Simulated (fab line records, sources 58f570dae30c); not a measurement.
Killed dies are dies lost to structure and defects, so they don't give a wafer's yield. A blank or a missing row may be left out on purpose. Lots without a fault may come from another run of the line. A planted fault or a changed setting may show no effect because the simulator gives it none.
fab line records | flow berkeley_cmos170
record lots=5 wafers=15 last_day=11
route steps=331 shown V2@299 M3@309
lots that met no fault: from a run of the same line without faults
start_h: hours from the record's first day to the start of the lot's first wafer shown | wait_h: hours since the lot's step before | " the same as in the row above | L1.1+2: a row that stands for several wafers | - no value, or no start given | * or withheld: withheld | < > ~ a bound
route shown NAME@n: a module of which the file shows steps, and the number in the route of the first | usual: mean/standard deviation of fault-free wafers | same: alike in all rows | chamber/n: place in a boat | sites: the reading at each site | _std_site: their standard deviation | _edge_site: outer sites' mean less inner sites' | radius_mm: how far each site lies from the wafer's centre | mask NAME#n: copy n | behind: the tool/chamber that last shaped the wafer | hold: why the lot was held/for how many hours/how that ended | device: the transistor (n, p or np) that didn't switch | end of line: the same wafers' tests at the end of the route | a step without rows: its recipe alone | killed: dies lost to structure and defects at the first sort, not the wafer's yield | map: a wafer's dies, x killed, . not, _ none there
set.NAME: the setting as run; set.NAME@STEP: as run at that earlier step | model.NAME: the simulator's own value behind a step, which no gauge read
lots at some steps of the route; a table a step, a row a wafer
services: from which hour (start_h, from the record's first day; less than 0 if before it) a tool's chamber was out of use, for how many hours, and why
## steps
# step UCB170_V2_COAT_07
# recipe resist=KrF spin_rpm=1500 resist_thk_nm=900
# columns lot.wafer tool chamber start_h wait_h
L081.1+2+6 litho_track-02 0 187.05 0.1
L091.1+2+5 litho_track-01 0 239.95 0.1
L090.2+4+6 litho_track-03 0 240.13 0.1
L094.1+4+6 litho_track-01 0 252.51 0.1
L097.1+3+5 litho_track-02 0 268.69 0.1
# step UCB170_V2_SOFTBAKE_08
# recipe resist=KrF temp_c=130 time_s=60
# columns lot.wafer tool chamber start_h wait_h
L081.1+2+6 litho_track-02 0 187.20 0.1
L091.1+2+5 litho_track-01 0 240.10 0.1
L090.2+4+6 litho_track-03 0 240.28 0.1
L094.1+4+6 litho_track-01 0 252.66 0.1
L097.1+3+5 litho_track-02 0 268.84 0.1
# step UCB170_V2_EXPOSE_09
# recipe mask_id=VIA2 target_cd_nm=700 na=0.5 sigma_outer=0.6 source_shape=conventional dose_mj=37
# usual stage_vel_mm_s=499.99/0.24
# columns lot.wafer tool chamber start_h wait_h mask stage_vel_mm_s
L081.1 krf_scanner-02 0 187.59 0.4 VIA2#0 500.35
L081.2 " 0 " " VIA2#0 499.75
L081.6 " 0 " " VIA2#0 500.34
L091.1 krf_scanner-02 0 240.56 0.4 VIA2#0 500.25
L091.2 " 0 " " VIA2#0 500.06
L091.5 " 0 " " VIA2#0 500.29
L090.2 krf_scanner-02 0 240.69 0.4 VIA2#0 500.30
L090.4 " 0 " " VIA2#0 500.17
L090.6 " 0 " " VIA2#0 499.84
L094.1 krf_scanner-02 0 252.81 0.1 VIA2#0 499.98
L094.4 " 0 " " VIA2#0 500.36
L094.6 " 0 " " VIA2#0 500.01
L097.1 krf_scanner-02 0 269.00 0.1 VIA2#0 499.88
L097.3 " 0 " " VIA2#0 500.14
L097.5 " 0 " " VIA2#0 499.65
# step UCB170_V2_PEB_10
# recipe peb_temp_c=130 peb_time_s=withheld resist=KrF
# columns lot.wafer tool chamber start_h wait_h
L081.1+2+6 litho_track-01 0 187.71 0.1
L091.1+2+5 litho_track-01 0 240.67 0.1
L090.2+4+6 litho_track-02 0 240.82 0.1
L094.1+4+6 litho_track-02 0 252.92 0.1
L097.1+3+5 litho_track-02 0 269.12 0.1
# step UCB170_V2_DEVELOP_11
# recipe developer=TMAH develop_time_s=45 resist=KrF dev_temp_c=21
# usual developer_temp_C=20.98/0.11
# columns lot.wafer tool chamber start_h wait_h developer_temp_C
L081.1 litho_track-01 0 - - 20.97
L081.2 " 0 " " 20.93
L081.6 " 0 " " 21.03
L091.1 litho_track-01 0 - - 21.23
L091.2 " 0 " " 21.21
L091.5 " 0 " " 21.01
L090.2 litho_track-02 0 - - 20.95
L090.4 " 0 " " 20.93
L090.6 " 0 " " 20.94
L094.1 litho_track-02 0 - - 21.11
L094.4 " 0 " " 21.24
L094.6 " 0 " " 21.16
L097.1 litho_track-02 0 - - 21.01
L097.3 " 0 " " 21.23
L097.5 " 0 " " 21.24
# step UCB170_V2_CD_MEAS_12
# recipe target_cd_nm=700
# usual cd_nm=700.5/1.5
# columns lot.wafer tool chamber start_h wait_h cd_nm
L081.1 cd_sem-01 - 187.98 - 698.4
L081.2 " - " " 699.8
L081.6 " - " " 700.0
L091.1 cd_sem-01 - 240.95 - 700.3
L091.2 " - " " 701.5
L091.5 " - " " 701.4
L090.2 cd_sem-02 - 241.09 - 702.7
L090.4 " - " " 703.0
L090.6 " - " " 703.5
L094.1 cd_sem-01 - 253.20 - 698.2
L094.4 " - " " 700.2
L094.6 " - " " 699.6
L097.1 cd_sem-02 - 269.39 - 699.1
L097.3 " - " " 700.2
L097.5 " - " " 701.6
# step UCB170_V2_OVL_MEAS_13
# usual V2_OVL=-3/5.1
# columns lot.wafer tool chamber start_h wait_h V2_OVL[nm]
L081.1 overlay-02 - 188.10 0.1 -10
L081.2 " - " " -10
L081.6 " - " " -9
L091.1 overlay-01 - 241.07 0.1 -9
L091.2 " - " " -2
L091.5 " - " " -8
L090.2 overlay-02 - 241.19 0.1 4
L090.4 " - " " -2
L090.6 " - " " 0
L094.1 overlay-02 - 253.32 0.1 -9
L094.4 " - " " 1
L094.6 " - " " -5
L097.1 overlay-02 - 269.51 0.1 -6
L097.3 " - " " -3
L097.5 " - " " -5
# step UCB170_V2_ETCH_14
# recipe chemistry=CHF3/CF4/Ar target=SiO2 stop_on=Al CHF3_flow_sccm=45 cf4_flow_sccm=15 Ar_flow_sccm=150 pressure_mtorr=200 rf_w=700 target_depth_a=12500 over_etch_frac=0.25 time_s=291
# usual chamber_pressure_mTorr=200.02/0.17 drypump_motor_current_A=5.8/0.46 oes_product_au=0.875/0.016 rf_fwd_power_W=697.8/2.5 throttle_valve_pct=6.97/0.078
# columns lot.wafer tool chamber start_h wait_h chamber_pressure_mTorr drypump_motor_current_A oes_product_au rf_fwd_power_W rf_hours_counter_h throttle_valve_pct
L081.1 rie_diel-01 1 188.14 0.0 199.97 6.0 0.854 698.2 67 6.96
L081.2 " 2 " " 200.03 6.3 0.860 697.6 92 7.05
L081.6 " 2 " " 200.25 6.3 0.848 699.6 - 7.06
L091.1 rie_diel-01 0 241.11 0.0 199.93 5.6 0.860 696.1 138 6.94
L091.2 " 1 " " 199.86 6.0 0.863 696.2 69 6.95
L091.5 " 0 " " 200.06 5.6 0.850 693.6 - 6.95
L090.2 rie_diel-02 1 241.22 0.0 200.24 6.4 0.872 698.6 80 6.91
L090.4 " 3 " " 200.22 5.2 0.862 700.3 6 6.98
L090.6 " 0 " " 200.10 5.6 0.872 698.8 - 6.90
L094.1 rie_diel-04 1 253.35 0.0 199.99 5.9 0.867 700.4 131 6.85
L094.4 " 1 " " 200.04 5.9 0.860 701.7 - 6.86
L094.6 " 0 " " 200.07 6.3 0.879 700.6 - 7.15
L097.1 rie_diel-04 2 269.55 0.0 199.85 5.9 0.889 700.7 41 7.00
L097.3 " 0 " " 200.00 6.3 0.887 699.3 56 7.14
L097.5 " 1 " " 199.81 5.9 0.858 696.5 - 6.85
# step UCB170_V2_STRIP_15
# recipe chemistry=O2 power_w=400 pressure_mtorr=3500 platen_temp_c=withheld o2_flow_sccm=400 overash_fraction=0.5
# usual chamber_pressure_mTorr=3500/3.7 drypump_motor_current_A=5.7/0.57 oes_product_au=0.722/0.0043 strip_time_to_endpoint_s=15.31/0.13
# columns lot.wafer tool chamber start_h wait_h chamber_pressure_mTorr drypump_motor_current_A oes_product_au rf_hours_counter_h strip_time_to_endpoint_s
L081.1 plasma_asher-01 0 188.32 0.1 3496 4.8 0.725 9 15.18
L081.2 " 1 " " 3504 5.9 0.722 9 15.32
L081.6 " 1 " " 3497 5.9 0.733 - 15.38
L091.1 plasma_asher-02 0 241.28 0.1 3498 5.5 0.718 53 15.48
L091.2 " 1 " " 3505 5.3 0.725 53 15.20
L091.5 " 0 " " 3495 5.5 0.719 - 15.45
L090.2 plasma_asher-04 0 241.40 0.1 3499 6.5 0.724 55 15.49
L090.4 " 0 " " 3499 6.5 0.725 - 15.13
L090.6 " 0 " " 3495 6.4 0.729 - 15.21
L094.1 plasma_asher-02 0 253.53 0.1 3498 5.5 0.728 54 15.48
L094.4 " 0 " " 3495 5.5 0.721 - 15.38
L094.6 " 0 " " 3502 5.5 0.719 - 15.25
L097.1 plasma_asher-04 1 269.73 0.1 3504 6.3 0.723 58 15.49
L097.3 " 1 " " 3498 6.4 0.718 - 15.33
L097.5 " 0 " " 3497 6.4 0.719 - 15.48
# step UCB170_V2_CD_MEAS_90
# recipe target_cd_nm=700
# usual cd_nm=700.5/1.6
# columns lot.wafer tool chamber start_h wait_h cd_nm
L081.1 cd_sem-02 - 188.42 0.1 698.3
L081.2 " - " " 699.6
L081.6 " - " " 699.4
L091.1 cd_sem-02 - 241.38 0.1 701.7
L091.2 " - " " 701.6
L091.5 " - " " 701.9
L090.2 cd_sem-01 - 241.52 0.1 701.8
L090.4 " - " " 703.2
L090.6 " - " " 702.7
L094.1 cd_sem-02 - 253.63 0.1 698.4
L094.4 " - " " 699.4
L094.6 " - " " 701.0
L097.1 cd_sem-02 - 269.83 0.1 699.2
L097.3 " - " " 701.3
L097.5 " - " " 701.5
# step UCB170_M3_PRE_CLEAN_00
# recipe gas=Ar preclean_etch_time_s=60
# columns lot.wafer tool chamber start_h wait_h
L081.1+2+6 pvd_sputter-04 - 188.54 0.1
L091.1+2+5 pvd_sputter-02 - 241.50 0.1
L090.2+4+6 pvd_sputter-04 - 241.62 0.1
L094.1+4+6 pvd_sputter-03 - 253.75 0.1
L097.1+3+5 pvd_sputter-04 - 269.95 0.1
# step UCB170_M3_SPUTTER_01
# recipe material=Al target_thk_nm=900 time_s=120 power_w=6000 chamber_pressure_pa=0.5
# usual cathode_dc_power_W=6000.0/1 chamber_pressure_pa=0.5000/0.0011 throttle_valve_pct=30.0/1
# columns lot.wafer tool chamber start_h wait_h cathode_dc_power_W chamber_pressure_pa throttle_valve_pct
L081.1 pvd_sputter-04 - 188.60 0.0 6000.7 0.4988 30.3
L081.2 " - " " 6000.8 0.5023 31.3
L081.6 " - " " 5999.2 0.5012 30.5
L091.1 pvd_sputter-02 - 241.57 0.0 6000.0 0.5011 29.2
L091.2 " - " " 6000.5 0.4994 30.0
L091.5 " - " " 6001.0 0.5000 29.9
L090.2 pvd_sputter-04 - 241.69 0.0 6002.9 0.4990 30.0
L090.4 " - " " 6001.4 0.4995 29.0
L090.6 " - " " 5999.7 0.5006 30.0
L094.1 pvd_sputter-03 - 253.82 0.0 6000.6 0.4994 28.1
L094.4 " - " " 6000.1 0.4994 31.1
L094.6 " - " " 5999.8 0.4996 28.2
L097.1 pvd_sputter-04 - 270.02 0.0 5999.0 0.5014 28.6
L097.3 " - " " 5998.9 0.5000 31.2
L097.5 " - " " 6000.4 0.5004 28.8
# step UCB170_M3_RS_MEAS_02
# recipe thk_meas_gauge=four-point-probe reads=Al_of_M3_SPUTTER_01
# usual M3_AL_RS=0.0323/0.00037
# columns lot.wafer tool chamber start_h wait_h M3_AL_RS[ohm/sq]
L081.1 film_metro-03 - 188.69 0.0 0.0320
L081.2 " - " " 0.0323
L081.6 " - " " 0.0322
L091.1 film_metro-03 - 241.65 0.0 0.0324
L091.2 " - " " 0.0326
L091.5 " - " " 0.0320
L090.2 film_metro-01 - 241.79 0.1 0.0326
L090.4 " - " " 0.0329
L090.6 " - " " 0.0330
L094.1 film_metro-03 - 253.90 0.0 0.0314
L094.4 " - " " 0.0317
L094.6 " - " " 0.0318
L097.1 film_metro-02 - 270.10 0.0 0.0322
L097.3 " - " " 0.0322
L097.5 " - " " 0.0324
# step UCB170_M3_THK_MEAS_03
# recipe thk_meas_gauge=xrf reads=Al_of_M3_SPUTTER_01
# usual M3_AL_THK=921/12
# columns lot.wafer tool chamber start_h wait_h M3_AL_THK[nm]
L081.1 film_metro-03 - 188.81 0.1 924
L081.2 " - " " 921
L081.6 " - " " 921
L091.1 film_metro-03 - 241.77 0.1 909
L091.2 " - " " 907
L091.5 " - " " 924
L090.2 film_metro-01 - 241.90 0.1 917
L090.4 " - " " 906
L090.6 " - " " 905
L094.1 film_metro-03 - 254.02 0.1 943
L094.4 " - " " 932
L094.6 " - " " 938
L097.1 film_metro-02 - 270.22 0.1 926
L097.3 " - " " 934
L097.5 " - " " 911
# step UCB170_M3_HMDS_04
# recipe prime_time_s=60 prime_temp_c=100
# same prime_time_s=60
# columns lot.wafer tool chamber start_h wait_h
L081.1+2+6 litho_track-04 0 188.93 0.1
L091.1+2+5 litho_track-02 0 241.89 0.1
L090.2+4+6 litho_track-04 0 242.11 0.2
L094.1+4+6 litho_track-03 0 254.08 0.1
L097.1+3+5 litho_track-04 0 270.28 0.1
# step UCB170_M3_COAT_05
# recipe resist=KrF spin_rpm=1500 resist_thk_nm=900
# columns lot.wafer tool chamber start_h wait_h
L081.1+2+6 litho_track-04 0 189.08 0.1
L091.1+2+5 litho_track-02 0 242.04 0.1
L090.2+4+6 litho_track-04 0 242.26 0.1
L094.1+4+6 litho_track-03 0 254.23 0.1
L097.1+3+5 litho_track-04 0 270.43 0.1
# step UCB170_M3_SOFTBAKE_06
# recipe resist=KrF temp_c=130 time_s=60
# columns lot.wafer tool chamber start_h wait_h
L081.1+2+6 litho_track-04 0 189.23 0.1
L091.1+2+5 litho_track-02 0 242.19 0.1
L090.2+4+6 litho_track-04 0 242.41 0.1
L094.1+4+6 litho_track-03 0 254.38 0.1
L097.1+3+5 litho_track-04 0 270.58 0.1
# step UCB170_M3_STRIP_07
# recipe chemistry=O2 power_w=400 pressure_mtorr=3500 platen_temp_c=withheld o2_flow_sccm=400 overash_fraction=0.5
# usual chamber_pressure_mTorr=3500/3.1 drypump_motor_current_A=5.7/0.61 oes_product_au=0.734/0.0049 strip_time_to_endpoint_s=22.00/0.064
# columns lot.wafer tool chamber start_h wait_h chamber_pressure_mTorr drypump_motor_current_A oes_product_au rf_hours_counter_h strip_time_to_endpoint_s
L081.1 plasma_asher-04 0 189.38 0.1 3497 6.4 0.734 50 21.93
L081.2 " 1 " " 3500 6.3 0.741 50 21.91
L081.6 " 1 " " 3502 6.3 0.731 - 21.98
L091.1 plasma_asher-03 0 242.34 0.1 3498 5.0 0.734 48 21.99
L091.2 " 1 " " 3499 5.8 0.738 48 21.93
L091.5 " 0 " " 3499 5.0 0.725 - 21.98
L090.2 plasma_asher-01 1 242.53 0.1 3503 5.9 0.724 14 22.01
L090.4 " 0 " " 3500 4.8 0.735 - 22.04
L090.6 " 1 " " 3503 5.9 0.742 - 22.04
L094.1 plasma_asher-03 0 254.53 0.1 3498 5.0 0.733 49 21.97
L094.4 " 1 " " 3496 5.8 0.742 - 22.01
L094.6 " 0 " " 3495 5.0 0.737 - 22.02
L097.1 plasma_asher-04 1 270.73 0.1 3492 6.3 0.741 58 22.08
L097.3 " 0 " " 3502 6.5 0.733 - 22.09
L097.5 " 1 " " 3497 6.3 0.728 - 22.11
# step UCB170_M3_STRIP_08
# recipe chemistry=DMSO temp_c=80 time_s=600 material=KrF
# columns lot.wafer tool chamber start_h wait_h
L081.1+2+6 wet_bench-03 0 193.03 3.6
L090.2+4+6 wet_bench-01 0 244.71 2.1
L091.1+2+5 wet_bench-01 3 244.71 2.3
L094.1+4+6 wet_bench-01 0 254.63 0.1
L097.1+3+5 wet_bench-01 2 270.83 0.1
# step UCB170_M3_COAT_09
# recipe resist=BARC temp_c=withheld time_s=withheld spin_rpm=3000 resist_thk_nm=withheld
# columns lot.wafer tool chamber start_h wait_h
L081.1+2+6 litho_track-03 0 193.20 0.0
L091.1+2+5 litho_track-03 0 244.88 0.0
L090.2+4+6 litho_track-02 0 244.91 0.0
L094.1+4+6 litho_track-04 0 254.81 0.0
L097.1+3+5 litho_track-02 0 271.00 0.0
# step UCB170_M3_COAT_10
# recipe resist=KrF spin_rpm=1500 resist_thk_nm=900
# columns lot.wafer tool chamber start_h wait_h
L081.1+2+6 litho_track-03 0 - -
L091.1+2+5 litho_track-03 0 - -
L090.2+4+6 litho_track-02 0 - -
L094.1+4+6 litho_track-04 0 - -
L097.1+3+5 litho_track-02 0 - -
# step UCB170_M3_SOFTBAKE_11
# recipe resist=KrF temp_c=130 time_s=60
# columns lot.wafer tool chamber start_h wait_h
L081.1+2+6 litho_track-03 0 - -
L091.1+2+5 litho_track-03 0 - -
L090.2+4+6 litho_track-02 0 - -
L094.1+4+6 litho_track-04 0 - -
L097.1+3+5 litho_track-02 0 - -
# step UCB170_M3_EXPOSE_12
# recipe mask_id=METAL3 target_cd_nm=700 na=0.5 sigma_outer=0.6 source_shape=conventional dose_mj=26
# usual stage_vel_mm_s=500.04/0.25
# columns lot.wafer tool chamber start_h wait_h mask stage_vel_mm_s
L081.1 krf_scanner-01 0 193.65 - METAL3#0 500.16
L081.2 " 0 " " METAL3#0 499.97
L081.6 " 0 " " METAL3#0 499.72
L091.1 krf_scanner-02 0 245.33 - METAL3#0 499.84
L091.2 " 0 " " METAL3#0 499.75
L091.5 " 0 " " METAL3#0 499.78
L090.2 krf_scanner-02 0 245.58 - METAL3#0 500.13
L090.4 " 0 " " METAL3#0 499.82
L090.6 " 0 " " METAL3#0 499.72
L094.1 krf_scanner-02 0 255.33 - METAL3#0 500.31
L094.4 " 0 " " METAL3#0 499.99
L094.6 " 0 " " METAL3#0 499.98
L097.1 krf_scanner-02 0 271.45 - METAL3#0 499.72
L097.3 " 0 " " METAL3#0 500.06
L097.5 " 0 " " METAL3#0 499.85
# step UCB170_M3_PEB_13
# recipe peb_temp_c=130 peb_time_s=withheld resist=KrF
# columns lot.wafer tool chamber start_h wait_h
L081.1+2+6 litho_track-04 0 194.03 0.4
L091.1+2+5 litho_track-03 0 245.45 0.1
L090.2+4+6 litho_track-02 0 246.26 0.7
L094.1+4+6 litho_track-04 0 255.45 0.1
L097.1+3+5 litho_track-02 0 271.57 0.1
# step UCB170_M3_DEVELOP_14
# recipe developer=TMAH develop_time_s=45 resist=KrF dev_temp_c=21
# usual developer_temp_C=21.01/0.11
# columns lot.wafer tool chamber start_h wait_h developer_temp_C
L081.1 litho_track-04 0 - - 21.07
L081.2 " 0 " " 21.04
L081.6 " 0 " " 21.06
L091.1 litho_track-03 0 - - 20.97
L091.2 " 0 " " 20.97
L091.5 " 0 " " 20.83
L090.2 litho_track-02 0 - - 20.95
L090.4 " 0 " " 20.84
L090.6 " 0 " " 21.00
L094.1 litho_track-04 0 - - 21.03
L094.4 " 0 " " 21.32
L094.6 " 0 " " 21.09
L097.1 litho_track-02 0 - - 20.90
L097.3 " 0 " " 21.04
L097.5 " 0 " " 20.90
# step UCB170_M3_CD_MEAS_15
# recipe target_cd_nm=700
# usual cd_nm=700.3/1.3
# columns lot.wafer tool chamber start_h wait_h cd_nm
L081.1 cd_sem-01 - 194.30 - 703.1
L081.2 " - " " 702.6
L081.6 " - " " 703.3
L091.1 cd_sem-01 - 245.72 - 698.7
L091.2 " - " " 697.9
L091.5 " - " " 699.0
L090.2 cd_sem-02 - 246.53 - 698.4
L090.4 " - " " 698.5
L090.6 " - " " 697.2
L094.1 cd_sem-02 - 255.73 - 700.6
L094.4 " - " " 701.8
L094.6 " - " " 702.3
L097.1 cd_sem-02 - 271.85 - 700.3
L097.3 " - " " 699.2
L097.5 " - " " 699.0
# step UCB170_M3_OVL_MEAS_16
# usual M3_OVL=1/5.3
# columns lot.wafer tool chamber start_h wait_h M3_OVL[nm]
L081.1 overlay-02 - 194.42 0.1 6
L081.2 " - " " 5
L081.6 " - " " 5
L091.1 overlay-01 - 245.84 0.1 1
L091.2 " - " " -6
L091.5 " - " " 5
L090.2 overlay-02 - 246.63 0.1 9
L090.4 " - " " -1
L090.6 " - " " 6
L094.1 overlay-02 - 255.85 0.1 4
L094.4 " - " " 5
L094.6 " - " " -3
L097.1 overlay-01 - 271.97 0.1 2
L097.3 " - " " 11
L097.5 " - " " 8
# step UCB170_M3_ETCH_17
# recipe chemistry=N2/H2 target_depth_a=withheld overetch_a=withheld target=BARC time_s=withheld source_w=500 bias_w=100 pressure_mtorr=30 n2_flow_sccm=100 h2_flow_sccm=200
# usual bias_w=100.05/0.29 chamber_pressure_mTorr=29.999/0.028 drypump_motor_current_A=5.8/0.38 oes_product_au=1.004/0.021 rf_fwd_power_W=494.4/2.4 throttle_valve_pct=13.32/0.11
# columns lot.wafer tool chamber start_h wait_h bias_w chamber_pressure_mTorr drypump_motor_current_A oes_product_au rf_fwd_power_W throttle_valve_pct
L081.1 rie_diel-02 3 194.46 0.0 99.96 29.978 5.2 1.014 495.7 13.36
L081.2 " 1 " " 99.44 30.014 6.4 0.982 495.0 13.23
L081.6 " 1 " " 100.10 29.972 6.4 0.973 493.9 13.23
L091.1 rie_diel-04 0 245.88 0.0 99.71 30.021 6.3 1.025 494.1 13.66
L091.2 " 2 " " 100.24 29.947 5.9 1.012 498.5 13.30
L091.5 " 1 " " 100.06 29.991 5.9 0.985 495.1 13.18
L090.2 rie_diel-03 1 246.66 0.0 100.00 30.014 5.5 0.965 494.8 13.26
L090.4 " 2 " " 100.33 30.000 5.8 1.015 492.8 13.38
L090.6 " 1 " " 100.04 29.980 5.5 0.963 492.8 13.27
L094.1 rie_diel-02 2 255.89 0.0 99.73 29.953 6.2 1.035 491.7 13.22
L094.4 " 3 " " 100.21 30.027 5.2 1.014 496.8 13.37
L094.6 " 1 " " 100.36 30.023 6.3 0.981 497.0 13.23
L097.1 rie_diel-04 0 272.00 0.0 99.95 29.970 6.4 1.019 494.5 13.64
L097.3 " 2 " " 100.29 29.988 5.9 1.026 497.8 13.32
L097.5 " 2 " " 100.39 30.012 5.9 1.025 500.3 13.31
# step UCB170_M3_METAL_ETCH_18
# recipe chemistry=Cl2/BCl3 target=Al stop_on=SiO2 pressure_mtorr=12 target_depth_a=11700 over_etch_frac=0.3 time_s=195 icp_w=600 bias_w=120 Cl2_flow_sccm=90 bcl3_flow_sccm=45
# usual bias_w=120.0/0.36 chamber_pressure_mTorr=12.001/0.012 drypump_motor_current_A=5.8/0.32 oes_product_au=0.850/0.019 rf_fwd_power_W=598.0/2.3 throttle_valve_pct=24.46/0.26
# columns lot.wafer tool chamber start_h wait_h bias_w chamber_pressure_mTorr drypump_motor_current_A oes_product_au rf_fwd_power_W rf_hours_counter_h throttle_valve_pct
L081.1 rie_metal-04 0 194.50 - 119.8 12.003 5.3 0.883 594.1 7.5 24.83
L081.2 " 1 " " 119.7 12.015 6.0 0.847 596.7 5.2 24.29
L081.6 " 1 " " 119.8 12.003 6.0 0.836 597.1 - 24.28
L091.1 rie_metal-02 0 245.92 - 119.4 12.016 5.7 0.824 600.0 8.0 24.62
L091.2 " 1 " " 120.2 11.989 6.1 0.838 599.3 11.0 24.52
L091.5 " 0 " " 120.3 12.002 5.7 0.827 599.5 - 24.63
L090.2 rie_metal-04 0 246.70 - 120.0 12.009 5.3 0.868 595.2 8.6 24.85
L090.4 " 1 " " 119.9 12.005 6.0 0.835 597.8 - 24.29
L090.6 " 1 " " 119.7 12.000 6.0 0.835 596.8 - 24.29
L094.1 rie_metal-02 1 255.93 - 120.1 12.015 6.1 0.852 596.6 11.5 24.53
L094.4 " 0 " " 119.8 12.010 5.6 0.833 598.6 - 24.62
L094.6 " 0 " " 119.2 12.010 5.7 0.836 598.0 - 24.62
L097.1 rie_metal-01 1 272.04 - 120.1 11.989 5.7 0.858 598.3 7.9 24.00
L097.3 " 0 " " 119.4 12.015 6.2 0.876 596.6 - 24.37
L097.5 " 1 " " 120.0 12.042 5.7 0.858 596.2 - 23.98
# step UCB170_M3_STRIP_19
# recipe chemistry=O2 power_w=400 pressure_mtorr=3500 platen_temp_c=withheld o2_flow_sccm=400 overash_fraction=0.5
# usual chamber_pressure_mTorr=3500/3.2 drypump_motor_current_A=5.7/0.63 oes_product_au=0.539/0.017
# columns lot.wafer tool chamber start_h wait_h chamber_pressure_mTorr drypump_motor_current_A oes_product_au rf_hours_counter_h
L081.1 plasma_asher-04 0 194.69 0.1 3499 6.4 0.522 50
L081.2 " 1 " " 3505 6.3 0.528 50
L081.6 " 1 " " 3500 6.3 0.527 -
L091.1 plasma_asher-01 1 246.11 0.1 3503 5.9 0.529 15
L091.2 " 0 " " 3504 4.8 0.554 15
L091.5 " 1 " " 3496 5.9 0.531 -
L090.2 plasma_asher-03 1 246.89 0.1 3502 5.8 0.505 48
L090.4 " 0 " " 3501 5.0 0.511 -
L090.6 " 1 " " 3497 5.8 0.506 -
L094.1 plasma_asher-04 1 256.11 0.1 3497 6.3 0.555 57
L094.4 " 0 " " 3497 6.4 0.531 -
L094.6 " 0 " " 3497 6.5 0.522 -
L097.1 plasma_asher-04 0 272.23 0.1 3504 6.5 0.541 58
L097.3 " 0 " " 3502 6.5 0.572 -
L097.5 " 0 " " 3504 6.5 0.545 -
# step UCB170_M3_CD_MEAS_90
# recipe target_cd_nm=700
# usual cd_nm=700.4/2.9
# columns lot.wafer tool chamber start_h wait_h cd_nm
L081.1 cd_sem-01 - 194.87 0.2 698.6
L081.2 " - " " 701.0
L081.6 " - " " 701.2
L091.1 cd_sem-01 - 246.21 0.1 698.6
L091.2 " - " " 700.3
L091.5 " - " " 699.8
L090.2 cd_sem-02 - 247.01 0.1 697.0
L090.4 " - " " 699.8
L090.6 " - " " 696.7
L094.1 cd_sem-01 - 256.21 0.1 704.5
L094.4 " - " " 700.0
L094.6 " - " " 704.8
L097.1 cd_sem-02 - 272.33 0.1 706.2
L097.3 " - " " 699.1
L097.5 " - " " 702.9
# step UCB170_M3_BOW_MEAS_20
# recipe mode=bow
# usual M3_BOW=36/7.1
# columns lot.wafer tool chamber start_h wait_h M3_BOW[um]
L081.1 film_metro-01 - 194.99 0.1 33
L081.2 " - " " 26
L081.6 " - " " 28
L091.1 film_metro-01 - 246.33 0.1 51
L091.2 " - " " 34
L091.5 " - " " 33
L090.2 film_metro-01 - 247.29 0.3 40
L090.4 " - " " 36
L090.6 " - " " 26
L094.1 film_metro-02 - 256.33 0.1 29
L094.4 " - " " 31
L094.6 " - " " 27
L097.1 film_metro-03 - 272.45 0.1 29
L097.3 " - " " 40
L097.5 " - " " 44
## services
# columns tool chamber start_h hours kind
rie_diel-03 2 171.13 3.5 repair
krf_scanner-02 - 173.43 4.2 repair
rie_diel-03 3 179.34 10.1 repair
krf_scanner-01 - 185.58 4.0 pm
rie_diel-02 0 191.67 2.8 repair
rie_diel-04 3 196.93 8.5 repair
pvd_sputter-02 - 198.40 1.9 repair
pvd_sputter-04 - 201.34 3.2 repair
pvd_sputter-02 - 201.57 3.4 repair
krf_scanner-01 - 203.08 4.4 pm
pvd_sputter-03 - 206.04 6.5 repair
krf_scanner-02 0 207.93 - calibration
rie_metal-02 0 220.08 5.7 repair
plasma_asher-02 - 225.46 2.8 pm
rie_diel-02 1 226.90 6.2 repair
krf_scanner-02 - 230.70 1.0 pm
krf_scanner-01 - 231.70 36.0 pm
plasma_asher-02 - 234.42 0.4 repair
pvd_sputter-02 - 248.02 8.9 repair
rie_diel-01 0 258.00 3.8 repair
krf_scanner-02 - 267.70 1.3 pm
krf_scanner-01 - 269.12 1.3 pm
krf_scanner-01 - 270.42 0.8 pm
krf_scanner-01 - 271.28 1.0 pm
## key
fault none
